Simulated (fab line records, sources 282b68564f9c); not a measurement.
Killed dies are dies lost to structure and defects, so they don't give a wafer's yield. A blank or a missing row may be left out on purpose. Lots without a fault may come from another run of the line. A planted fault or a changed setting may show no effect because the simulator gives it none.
fab line records | flow rit_cmos
record lots=15 wafers=45 last_day=7
route steps=202 shown PSD@143 M1@202
lots that met no fault: from a run of the same line without faults
start_h: hours from the record's first day to the start of the lot's first wafer shown | wait_h: hours since the lot's step before | " the same as in the row above | L1.1+2: a row that stands for several wafers | - no value, or no start given | * or withheld: withheld | < > ~ a bound
route shown NAME@n: a module of which the file shows steps, and the number in the route of the first | usual: mean/standard deviation of fault-free wafers | same: alike in all rows | chamber/n: place in a boat | sites: the reading at each site | _std_site: their standard deviation | _edge_site: outer sites' mean less inner sites' | radius_mm: how far each site lies from the wafer's centre | mask NAME#n: copy n | behind: the tool/chamber that last shaped the wafer | hold: why the lot was held/for how many hours/how that ended | device: the transistor (n, p or np) that didn't switch | end of line: the same wafers' tests at the end of the route | a step without rows: its recipe alone | killed: dies lost to structure and defects at the first sort, not the wafer's yield | map: a wafer's dies, x killed, . not, _ none there
set.NAME: the setting as run; set.NAME@STEP: as run at that earlier step | model.NAME: the simulator's own value behind a step, which no gauge read
steps of the route over a sample of lots; a table a step, a row a wafer
## steps
# step RIT_PSD_COAT_01
# recipe resist=NOVOLAK spin_rpm=3250 resist_thk_nm=1000
# usual chill_plate_temp_C=22.99/0.12 spin_speed_rpm=3249.9/2.1
# columns lot.wafer tool chamber start_h wait_h chill_plate_temp_C spin_speed_rpm
L470.1 litho_track-03 0 58.19 0.1 23.19 3246.2
L470.3 " 0 " " 23.05 3250.7
L470.6 " 0 " " 23.06 3245.3
L471.1 litho_track-04 0 64.40 0.1 23.04 3249.9
L471.3 " 0 " " 23.17 3250.2
L471.6 " 0 " " 23.11 3250.8
L472.2 litho_track-04 0 65.80 0.1 22.92 3247.4
L472.5 " 0 " " 22.85 3250.8
L472.6 " 0 " " 22.92 3247.7
L473.4 litho_track-04 0 70.37 0.1 22.96 3249.6
L473.5 " 0 " " 22.90 3250.1
L473.6 " 0 " " 22.90 3250.7
L474.1 litho_track-04 0 71.79 0.1 22.80 3250.2
L474.5 " 0 " " 22.99 3248.3
L474.6 " 0 " " 22.98 3250.5
L475.1 litho_track-04 0 74.43 0.1 22.89 3252.0
L475.3 " 0 " " 22.78 3250.7
L475.6 " 0 " " 22.91 3253.3
L476.1 litho_track-04 0 82.55 0.1 23.07 3251.6
L476.3 " 0 " " 22.91 3252.9
L476.5 " 0 " " 22.85 3247.4
L477.4 litho_track-04 0 88.31 0.1 22.99 3412.5
L477.5 " 0 " " 22.77 3410.9
L477.6 " 0 " " 22.93 3412.3
L480.2 litho_track-04 0 102.97 0.1 23.06 3409.9
L480.4 " 0 " " 22.99 3413.9
L480.6 " 0 " " 23.00 3412.0
L483.1 litho_track-04 0 117.55 0.1 23.10 3413.6
L483.2 " 0 " " 23.14 3412.2
L483.4 " 0 " " 23.07 3415.3
L488.2 litho_track-01 0 142.44 0.1 22.99 3248.1
L488.5 " 0 " " 22.93 3248.0
L488.6 " 0 " " 23.08 3248.2
L489.1 litho_track-03 0 145.52 0.1 23.20 3247.5
L489.2 " 0 " " 22.92 3252.6
L489.4 " 0 " " 23.04 3248.8
L490.3 litho_track-01 0 149.42 0.1 23.17 3250.6
L490.4 " 0 " " 23.19 3248.1
L490.6 " 0 " " 23.13 3249.7
L491.2 litho_track-01 0 154.91 0.1 22.91 3252.2
L491.3 " 0 " " 23.00 3250.1
L491.4 " 0 " " 22.87 3249.5
L493.1 litho_track-03 0 169.51 0.1 22.99 3246.5
L493.4 " 0 " " 22.94 3247.2
L493.6 " 0 " " 23.13 3248.3
# step RIT_M1_PROBE_99
# usual killed_at_M0_to_M3=0.0/0.083 killed_at_contacts=0.1/0.27 killed_at_front_end=7/3.3 killed_dies=7/3.3 killed_open=3.5/2 killed_short=3.8/2.2
# same gross_dies=264 killed_at_M4_up=0 killed_at_back_side=0 killed_at_other=0
# columns lot.wafer tool chamber start_h wait_h killed_at_M0_to_M3 killed_at_contacts killed_at_front_end killed_dies killed_open killed_short
L483.1 prober-01 - 127.07 0.1 0 0 8 8 4 4
L483.2 prober-01 - 127.12 0.1 0 0 5 5 3 2
L483.4 prober-01 - 127.22 0.2 0 0 5 5 2 3
L490.3 prober-02 - 158.68 0.2 0 0 8 8 3 5
L490.4 prober-02 - 158.73 0.2 0 0 9 9 3 6
L490.6 prober-02 - 158.83 0.2 0 0 3 3 2 1
# killed by level:class
L483.1 SILICIDE:geometric_particle:open=3 SPACER:geometric_particle:short=2 GATE:geometric_particle:open=1 REOX:geometric_particle:short=1 SILICIDE:geometric_particle:short=1
L483.2 SPACER:geometric_particle:open=2 GATE:geometric_particle:open=1 GATE:geometric_particle:short=1 REOX:geometric_particle:short=1
L483.4 GATE:geometric_particle:short=2 SPACER:geometric_particle:open=1 SILICIDE:geometric_particle:open=1 SILICIDE:geometric_particle:short=1
L490.3 REOX:geometric_particle:short=2 FOX2:geometric_particle:open=1 GATE:geometric_particle:open=1 GATE:geometric_particle:short=1 SPACER:geometric_particle:open=1 SPACER:geometric_particle:short=1 SILICIDE:geometric_particle:short=1
L490.4 FOX2:geometric_particle:short=2 GATE:geometric_particle:short=2 FOX2:geometric_particle:open=1 GATE:geometric_particle:open=1 REOX:geometric_particle:open=1 REOX:geometric_particle:short=1 SPACER:geometric_particle:short=1
L490.6 FOX2:geometric_particle:open=2 REOX:geometric_particle:short=1
## key
first_sign step=RIT_PSD_COAT_01 reading=spin_speed_rpm direction=up sigmas=76 usual=3249.9 struck=3412.5
effect none on later readings
met_at RIT_PSD_COAT_01
struck_lots L477,L480,L483
tester_left_out L477,L480,L483
onset_between 82.55 88.31
fault kind=process_parameter_drift tool=litho_track-04 chamber=- onset_h=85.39 steps=RIT_PSD_COAT_01 channel=spin_rpm offset=163.55 shape=step end_h=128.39 acts_in=these_recipes_only stated=3250
# tester_left_out: of these lots the tester's yield and bins aren't shown, on N5 and GAA mostly nor the transistor test; their killed dies are dies lost to structure and defects alone, not to doping, threshold or leakage, so they don't give the yield
